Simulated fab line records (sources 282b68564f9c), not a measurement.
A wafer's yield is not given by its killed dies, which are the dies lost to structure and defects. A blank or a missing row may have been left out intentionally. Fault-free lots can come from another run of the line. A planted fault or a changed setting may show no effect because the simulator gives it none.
fab line records -- flow ritCmos
[record] lots = 14, wafers = 42, lastDay = 8
route steps=202 shown NLDD@111
lots with no fault: from the same line, run without faults
startH: start of the lot's first displayed wafer, in hours after the record's first day -- waitH: hours from the lot's prior step to this one -- " unchanged from the row above -- L1.1+2: a single row standing in for several wafers -- - either no value or no given start -- * or withheld: withheld -- < > ~ a bound
route shown NAME@n: a module of which the file shows steps, and the number in the route of the first -- usual: the fault-free wafers' mean and standard deviation -- same: alike in all rows -- chamber/n: place in a boat -- sites: per-site readings -- _std_site: standard deviation of those values -- _edge_site: mean of outer sites minus mean of inner sites -- radiusMm: how far each site lies from the wafer's centre -- mask NAME#n: copy n -- behind: tool/chamber where the wafer was last shaped -- hold: why the lot was held/for how many hours/how that ended -- device: the n, p or np transistor that did not switch -- end of line: the same wafers' tests at the end of the route -- where a step has no rows: the recipe by itself -- killed: the dies lost at the first sort to structure and to defects; this is not the yield of the wafer -- map: per-die view of a wafer (x killed, . not killed, _ where there is no die)
set.NAME: setting as actually run; set.NAME@STEP: the setting as run at that earlier step -- model.NAME: the simulator's own value behind a step, which no gauge read
the route's steps for a sample of lots (tables are steps, rows are wafers)
services: from which hour (startH, from the record's first day; less than 0 if before it) a tool's chamber was out of use, for how many hours, and why
[[steps]]
[step RIT_NLDD_IMPLANT_08]
[recipe] species = P, energyKev = 20, doseCm2 = 5e+14, tiltDeg = 7
[usual] beamEnergyKeV = 20.001/0.007
lot.wafer,tool,chamber,startH,waitH,beamEnergyKeV
L282.3,implanter-02,0,54.23,0.1,20.002
L282.5,implanter-02,0,54.23,0.1,19.995
L282.6,implanter-02,0,54.23,0.1,19.998
L283.1,implanter-01,0,58.23,0.1,19.996
L283.2,implanter-01,0,58.23,0.1,20.004
L283.5,implanter-01,0,58.23,0.1,20.010
L284.1,implanter-04,0,65.75,0.1,20.000
L284.4,implanter-04,0,65.75,0.1,20.004
L284.5,implanter-04,0,65.75,0.1,19.987
L285.2,implanter-02,0,68.33,0.1,20.004
L285.3,implanter-02,0,68.33,0.1,19.998
L285.5,implanter-02,0,68.33,0.1,20.000
L286.1,implanter-01,0,68.54,0.1,20.000
L286.4,implanter-01,0,68.54,0.1,19.997
L286.6,implanter-01,0,68.54,0.1,19.996
L287.1,implanter-01,0,77.31,0.1,19.990
L287.3,implanter-01,0,77.31,0.1,19.998
L287.5,implanter-01,0,77.31,0.1,20.002
L288.1,implanter-02,0,80.27,0.1,20.000
L288.2,implanter-02,0,80.27,0.1,19.990
L288.4,implanter-02,0,80.27,0.1,19.998
L289.1,implanter-02,0,86.18,0.1,20.008
L289.3,implanter-02,0,86.18,0.1,19.998
L289.6,implanter-02,0,86.18,0.1,20.003
L290.1,implanter-02,0,92.77,0.1,20.780
L290.2,implanter-02,0,92.77,0.1,20.780
L290.4,implanter-02,0,92.77,0.1,20.783
L292.3,implanter-02,0,99.54,0.1,20.778
L292.4,implanter-02,0,99.54,0.1,20.785
L292.5,implanter-02,0,99.54,0.1,20.783
L293.1,implanter-01,0,105.97,0.1,20.004
L293.3,implanter-01,0,105.97,0.1,19.991
L293.6,implanter-01,0,105.97,0.1,20.002
L303.2,implanter-04,0,154.35,0.1,20.005
L303.5,implanter-04,0,154.35,0.1,20.010
L303.6,implanter-04,0,154.35,0.1,20.001
L304.3,implanter-01,0,159.26,0.1,20.006
L304.4,implanter-01,0,159.26,0.1,20.004
L304.5,implanter-01,0,159.26,0.1,20.014
L305.1,implanter-02,0,166.36,0.1,19.992
L305.2,implanter-02,0,166.36,0.1,19.999
L305.3,implanter-02,0,166.36,0.1,20.002
[[services]]
tool,chamber,startH,hours,kind
implanter-02,-,102.54,3.8,pm
implanter-02,-,126.55,2.6,repair
[[key]]
[firstSign] step = RIT_NLDD_IMPLANT_08, reading = beamEnergyKeV, direction = up, sigmas = 99+, usual = 20.001, struck = 20.782
effect none on later readings
metAt RIT_NLDD_IMPLANT_08
struckLots L290,L292
testerLeftOut L290,L292
onsetBetween 86.18 92.77
[fault] kind = processParameterDrift, tool = implanter-02, chamber = -, onsetH = 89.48, steps = RIT_NLDD_IMPLANT_08, channel = energyKev, offset = 0.77284, shape = step, endH = 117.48, actsIn = theseRecipesOnly, stated = 20
// testerLeftOut: of these lots the tester's yield and bins aren't shown, on N5 and GAA mostly nor the transistor test; their killed dies are dies lost to structure and defects alone, not to doping, threshold or leakage, so they don't give the yield
